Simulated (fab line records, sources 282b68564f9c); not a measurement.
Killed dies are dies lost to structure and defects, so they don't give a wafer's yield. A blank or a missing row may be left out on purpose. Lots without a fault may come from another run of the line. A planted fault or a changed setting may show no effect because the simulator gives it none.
Split-lot experiment | flow rit_cmos | 5 lots, 20 wafers read, on a route of 202 steps

THE SPLIT
At RIT_GATE_DEVELOP_15 (develop time 50 s), the setting develop_time_s was moved away from the recipe's 50 s on 4 of the 20 wafers read, by -6.2% to -5.6%. The other wafers ran this setting at the recipe's value.

FROM THE SPLIT TO THE READING: what the file shows between them, 1 step
- RIT_GATE_HARDBAKE_18: time 60 s

THE READING
GATE.cd_nm (the simulator's own value, which no gauge read), in nm, at RIT_GATE_ETCH_19 (etches poly-Si in SF6/CHF3/O2, stops on SiO2, time 165 s, target depth 312.5 nm). The file gives no usual value for it. The 16 wafers here that ran the recipe average 149.9 nm, standard deviation 2.6 nm.

wafer  | tool, chamber at the split | develop_time_s as run, s | against the recipe | GATE.cd_nm, nm | against lot-mates on the recipe
L074.1 | litho_track-01, 0          | 50                       | recipe             | 146.9          | -
L074.2 | litho_track-01, 0          | 50                       | recipe             | 151.3          | -
L074.4 | litho_track-01, 0          | 46.91                    | -6.2%              | 164.7          | +16.4
L074.5 | litho_track-01, 0          | 50                       | recipe             | 146.6          | -
L074.6 | litho_track-01, 0          | 46.91                    | -6.2%              | 157.6          | +9.3
L078.1 | litho_track-03, 0          | 50                       | recipe             | 154.2          | -
L078.2 | litho_track-03, 0          | 50                       | recipe             | 155.1          | -
L078.5 | litho_track-03, 0          | 50                       | recipe             | 151.6          | -
L079.1 | litho_track-01, 0          | 47.19                    | -5.6%              | 160.4          | +9.2
L079.2 | litho_track-01, 0          | 47.19                    | -5.6%              | 162.2          | +11.0
L079.4 | litho_track-01, 0          | 50                       | recipe             | 151.7          | -
L079.6 | litho_track-01, 0          | 50                       | recipe             | 151.7          | -
L079.5 | litho_track-01, 0          | 50                       | recipe             | 150.3          | -
L080.2 | litho_track-03, 0          | 50                       | recipe             | 150.2          | -
L080.5 | litho_track-03, 0          | 50                       | recipe             | 147.2          | -
L084.1 | litho_track-02, 0          | 50                       | recipe             | 149.1          | -
L084.2 | litho_track-02, 0          | 50                       | recipe             | 150.2          | -
L084.3 | litho_track-02, 0          | 50                       | recipe             | 148.5          | -
L084.4 | litho_track-02, 0          | 50                       | recipe             | 145.7          | -
L084.6 | litho_track-02, 0          | 50                       | recipe             | 148.2          | -

THE FIT
A straight line over all 20 wafers: GATE.cd_nm changes by -1.91 nm for each +1% of develop_time_s; r = -0.87; the points scatter about the line by 2.7 nm.
The same after taking each lot's own level away (the mean of its wafers on the recipe; 20 wafers): -1.95 nm for each +1%; r = -0.93; scatter 1.9 nm.
On that fit, the largest move of develop_time_s shifts the reading by 12 nm.
The lots' own levels span 148.27 to 153.63 nm, that is 2.1 times the standard deviation above.
So the lot-to-lot level changes the slope little: the two slopes agree.
Check: with one of the wafers moved furthest among these (-6.2%) left out of the fit, the line predicts +10.4 nm for it against its lot-mates. It came out at +16.4 nm against them.

OTHER SPLITS ON THESE WAFERS
These wafers also went through other splits before the reading. Each is held against what the fit with the lots' levels taken away leaves over:
other split on the same wafers    | wafers away from the commonest value | r with GATE.cd_nm (lot level and that fit taken away)
RIT_ACTIVE_OXIDATION_01 ox_time_s | 15                                   | +0.03
RIT_FOX1_OXIDATION_00 ox_time_s   | 12                                   | -0.06
RIT_NWELL_COAT_01 spin_rpm        | 7                                    | +0.29
RIT_NWELL_HARDBAKE_07 temp_c      | 8                                    | +0.06
RIT_PWELL_IMPLANT_08 energy_kev   | 9                                    | +0.02
RIT_NRETRO_COAT_01 spin_rpm       | 3                                    | +0.43
RIT_PRETRO_IMPLANT_08 dose_cm2    | 7                                    | +0.08
RIT_GATE_OXIDATION_05 ox_time_s   | 15                                   | -0.07
RIT_GATE_COAT_11 spin_rpm         | 8                                    | -0.47

THE FILE'S OWN FIT
GATE.cd_nm changes by -1.95 nm for each +1% of develop_time_s, r = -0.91.
